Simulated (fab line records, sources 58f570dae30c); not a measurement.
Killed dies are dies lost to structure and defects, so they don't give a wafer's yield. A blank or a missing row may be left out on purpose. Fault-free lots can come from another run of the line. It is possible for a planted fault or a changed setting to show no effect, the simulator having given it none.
Which of the tools did it? -- flow berkeleyCmos170 -- 45 wafers from 15 lots sampled at 3 of the route's 331 steps

== WHAT EACH GAUGE READ, for each wafer ==
UCB170_V2_OVL_MEAS_13. Usual: for V2_OVL the level is -1 nm and the standard deviation is 4.6.
lot,measured,on,V2_OVL (nm),flag
L178,day 7 05:21,overlay-01,-8 -8 -9,
L179,day 7 17:55,overlay-02,-2 0 -2,
L180,day 7 17:32,overlay-01,-7 -11 -4,
L181,day 8 06:25,overlay-02,0 3 7,
L182,day 8 17:59,overlay-02,2 4 4,
L184,day 8 18:16,overlay-01,-4 2 -7,
L185,day 9 11:19,overlay-02,3 -3 3,
L190,day 10 03:04,overlay-02,-8 -7 -2,
L195,day 11 07:09,overlay-01,2 -1 1,
L196,day 11 07:42,overlay-01,-1 -3 3,
L197,day 11 20:02,overlay-01,-9 1 -6,
L200,day 12 10:53,overlay-01,-3 -3 -7,

== EACH LOT AND THE TOOL THAT RAN IT (in order: tool; ch and the chambers of the sampled wafers; start) ==
lot,UCB170_ZERO_EXPOSE_03,UCB170_ZERO_ETCH_06
L178,"krfScanner-01 ch 0, day 1 15:58","rieDiel-03 ch 0,3, day 1 16:43"
L179,"krfScanner-02 ch 0, day 2 01:20","rieDiel-02 ch 0,1,3, day 2 01:44"
L180,"krfScanner-02 ch 0, day 2 04:38","rieDiel-01 ch 1,2,3, day 2 05:22"
L181,"krfScanner-01 ch 0, day 2 10:37","rieDiel-01 ch 2,3, day 2 11:01"
L182,"krfScanner-02 ch 0, day 2 16:56","rieDiel-01 ch 0,1,3, day 2 17:23"
L184,"krfScanner-02 ch 0, day 3 03:07","rieDiel-02 ch 0,1,3, day 3 03:48"
L185,"krfScanner-02 ch 0, day 3 08:28","rieDiel-03 ch 0,3, day 3 08:52"
L186,"krfScanner-02, day 3 13:31","rieDiel-03 ch 0,2,3, day 3 13:54"
L187,"krfScanner-02, day 3 19:52","rieDiel-03 ch 0,1, day 3 20:15"
L188,"krfScanner-01, day 3 20:06","rieDiel-01 ch 1,2, day 3 20:32"
L190,"krfScanner-02 ch 0, day 4 05:04","rieDiel-03 ch 0,1,3, day 4 05:31"
L195,"krfScanner-02 ch 0, day 5 06:44","rieDiel-01 ch 0,2, day 5 07:28"
L196,"krfScanner-02 ch 0, day 5 10:31","rieDiel-02 ch 1,2, day 5 11:14"
L197,"krfScanner-01 ch 0, day 5 15:53","rieDiel-03 ch 2,3, day 5 16:28"
L200,"krfScanner-01 ch 0, day 6 11:38","rieDiel-03 ch 0,2,3, day 6 12:21"
- UCB170_ZERO_EXPOSE_03: exposes mask PM MARKS, target cd 4000 nm.
- UCB170_ZERO_ETCH_06: etches SiO2 in CHF3/CF4/Ar, time 12 s.

== AS READ BY THE TOOLS THEMSELVES (means over the sampled wafers that have a number; for cases with no such wafer, the mark the record gives instead) ==
UCB170_ZERO_EXPOSE_03. Usual: exposureDoseMJCm2 29.998, standard deviation 0.026; focusOffsetNm 0.1 nm, standard deviation 0.55.
lot,tool,exposureDoseMJCm2,focusOffsetNm (nm),flag
L178,krfScanner-01,29.974,-0.0,
L179,krfScanner-02,30.014,-0.0,
L180,krfScanner-02,29.982,0.1,
L181,krfScanner-01,30.005,0.4,
L182,krfScanner-02,29.976,-0.5,
L184,krfScanner-02,30.004,-0.8,
L185,krfScanner-02,29.975,-0.2,
L186,krfScanner-02,-,-,OFF
L187,krfScanner-02,-,-,OFF
L188,krfScanner-01,-,-,OFF
L190,krfScanner-02,30.034,0.0,
L195,krfScanner-02,30.011,0.0,
L196,krfScanner-02,29.991,0.5,
L197,krfScanner-01,30.008,0.2,
L200,krfScanner-01,30.018,-0.1,

UCB170_ZERO_ETCH_06. Usual: drypumpMotorCurrentA 5.7 A, standard deviation 0.39; oesProductAu 0.619 a.u., standard deviation 0.0093; rfFwdPowerW 491.4 W, standard deviation 2.7; throttleValvePct 9.23 %, standard deviation 0.13.
lot,tool,drypumpMotorCurrentA (A),oesProductAu (a.u.),rfFwdPowerW (W),throttleValvePct (%),flag
L178,rieDiel-03,5.4,0.625,494.4,9.29,
L179,rieDiel-02,5.9,0.625,489.1,9.33,
L180,rieDiel-01,5.9,0.625,492.5,9.14,
L181,rieDiel-01,6.2,0.617,490.7,9.10,
L182,rieDiel-01,5.6,0.626,492.2,9.18,
L184,rieDiel-02,5.9,0.623,489.4,9.34,
L185,rieDiel-03,5.4,0.618,494.6,9.30,
L186,rieDiel-03,5.6,0.371,492.2,9.15,OFF
L187,rieDiel-03,5.5,0.375,495.6,9.36,OFF
L188,rieDiel-01,5.9,0.381,493.8,9.21,OFF
L190,rieDiel-03,5.4,0.611,492.9,9.31,
L195,rieDiel-01,6.0,0.628,490.8,9.21,
L196,rieDiel-02,5.5,0.620,487.0,9.18,
L197,rieDiel-03,5.7,0.612,489.7,9.06,
L200,rieDiel-03,5.6,0.614,491.1,9.18,

== THE ANSWER, worked out from the rows above alone ==
Rule: lot off if the mean of its wafers having a number is beyond 3 standard deviations from the usual mean. Also off: a lot with no number at a reading for which 4 or more lots have one. Any other lot the step has rows for is counted as sound. Order of review: gauges by route order, followed by the tools' own readings, for which a lot's mean as printed above is used. At the first step where some lot is off, the reading lying furthest off is the one used; lots without a number count as furthest.
Off at UCB170_ZERO_EXPOSE_03 (exposureDoseMJCm2): L186, L187, L188. Without a number there: L186, L187, L188.
If a tool, at that step or one of the process steps before it, ran each lot that is off and ran no sound lot following the first of them, it fits. Of those tried, none fits.

== WHAT THE SIMULATOR HAD INSERTED ==
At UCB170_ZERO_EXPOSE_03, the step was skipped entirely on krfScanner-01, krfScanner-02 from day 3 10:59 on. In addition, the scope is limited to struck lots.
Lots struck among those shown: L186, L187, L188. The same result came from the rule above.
